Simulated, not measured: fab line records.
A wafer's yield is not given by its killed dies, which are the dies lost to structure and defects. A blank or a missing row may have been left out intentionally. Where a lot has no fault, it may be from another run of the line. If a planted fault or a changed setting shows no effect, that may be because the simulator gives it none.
Comparing a struck lot with a sound one + flow berkeley_cmos170 + 16 steps out of a route of 331
Sound: these wafers, L905.2, L905.5, L905.6. The struck wafers were L903.1, L903.2, L903.4. The cause comes at the end.
For every step that has rows: the tool of each side, followed by ch and its chambers, followed by its first start. Under that, the readings that differ: sound wafers + struck wafers + difference of the means + sigmas: that difference in standard deviations of wafers without a fault.
alike: same words and numbers on both sides, and readings whose means sit less than 2 such deviations apart. not compared: any withheld reading, any reading some wafer has no value for, any bound like >300 that may hide the same value, and any number with overlapping values for which the record gives no deviation.
Wherever a step has rows on one side only, a row that says differs or no value, or a row with sigmas, the two part there. When numbers do not overlap yet have no deviation, they are printed without sigmas and do not part them. Lack of a reading on every wafer of one side parts them only where that side has two or more wafers.

first, 1 step without rows for these wafers: UCB170_PWELL_OXIDATION_02 (target thk 26.4 nm, ox time 1260 s).
UCB170_PWELL_THK_MEAS_03:
  sound on film_metro-04, day 5 18:38; struck on film_metro-01, day 5 11:28
  alike: PWELL_OXIDE_THK
then, 2 steps without rows for these wafers: UCB170_PWELL_ANNEAL_04 (time 900 s); UCB170_PWELL_CVD_05 (deposits Si3N4 from SiH2Cl2/NH3, target thk 220 nm, time 3300 s).
UCB170_PWELL_THK_MEAS_06:
  sound on film_metro-01, day 6 01:30; struck on film_metro-01, day 5 18:16
  alike: PWELL_NITRIDE_THK
then, 6 steps without rows for these wafers: UCB170_PWELL_HMDS_07 (prime time 60 s); UCB170_PWELL_COAT_08 (resist thk 900 nm); UCB170_PWELL_SOFTBAKE_09 (time 60 s); UCB170_PWELL_EXPOSE_10 (exposes mask PWELL, target cd 3000 nm); UCB170_PWELL_PEB_11; UCB170_PWELL_DEVELOP_12 (develop time 45 s).
UCB170_PWELL_OVL_MEAS_13:
  sound on overlay-01, day 6 03:39; struck on overlay-02, day 5 19:26
| reading        | sound     | struck  | difference | sigmas |
|----------------|-----------|---------|------------|--------|
| PWELL_OVL (nm) | -5 -7 -11 | -1 11 8 | +14        | +2     |
UCB170_PWELL_ETCH_14: etches Si3N4 in CH3F/Ar/O2, stops on SiO2, target depth 242 nm, time 151 s.
  sound on rie_diel-02 ch 2,3, day 6 03:41; struck on rie_diel-03 ch 0,1,2, day 5 19:28
  no value came back on the struck wafers for any of 5 readings (CH3F_flow_sccm (sccm), O2_flow_sccm (sccm) and others); on the sound wafers CH3F_flow_sccm (sccm) reads 20.06 20.04 19.99
| reading                                      | sound             | struck            | difference | sigmas |
|----------------------------------------------|-------------------|-------------------|------------|--------|
| model.KrF_of_PWELL_COAT_08.thk_nm (nm)       | 723.1 722.2 722.1 | 882.8 881.2 880.9 | +159.2     |        |
| model.SiO2_of_PWELL_OXIDATION_02.thk_nm (nm) | 23.32 23.07 22.51 | 27.32 27.14 27.42 | +4.33      |        |
  not compared: rf_hours_counter_h
after that, 1 step had no rows for these wafers: UCB170_PWELL_IMPLANT_15.
UCB170_PWELL_STRIP_16: strips in O2.
  sound on plasma_asher-03 ch 0,1, day 6 03:56; struck on plasma_asher-04 ch 0,1, day 5 19:43
| reading                      | sound             | struck            | difference | sigmas |
|------------------------------|-------------------|-------------------|------------|--------|
| oes_product_au (a.u.)        | 0.725 0.719 0.723 | 0.736 0.733 0.729 | +0.010     | +2     |
| strip_time_to_endpoint_s (s) | 18.05 18.02 18.03 | 21.56 21.53 21.52 | +3.50      | +45    |
  alike: drypump_motor_current_A
  not compared: rf_hours_counter_h
UCB170_PWELL_TW_MEAS_17:
  sound on film_metro-04, day 6 04:02; struck on film_metro-04, day 5 19:49
  alike: PWELL_TW

WHERE THEY PART
Earliest at UCB170_PWELL_OVL_MEAS_13; latest, in this record, at UCB170_PWELL_STRIP_16. Later steps at which nothing parts them and some readings are alike: UCB170_PWELL_TW_MEAS_17.

WHY: what had been put in by the simulator
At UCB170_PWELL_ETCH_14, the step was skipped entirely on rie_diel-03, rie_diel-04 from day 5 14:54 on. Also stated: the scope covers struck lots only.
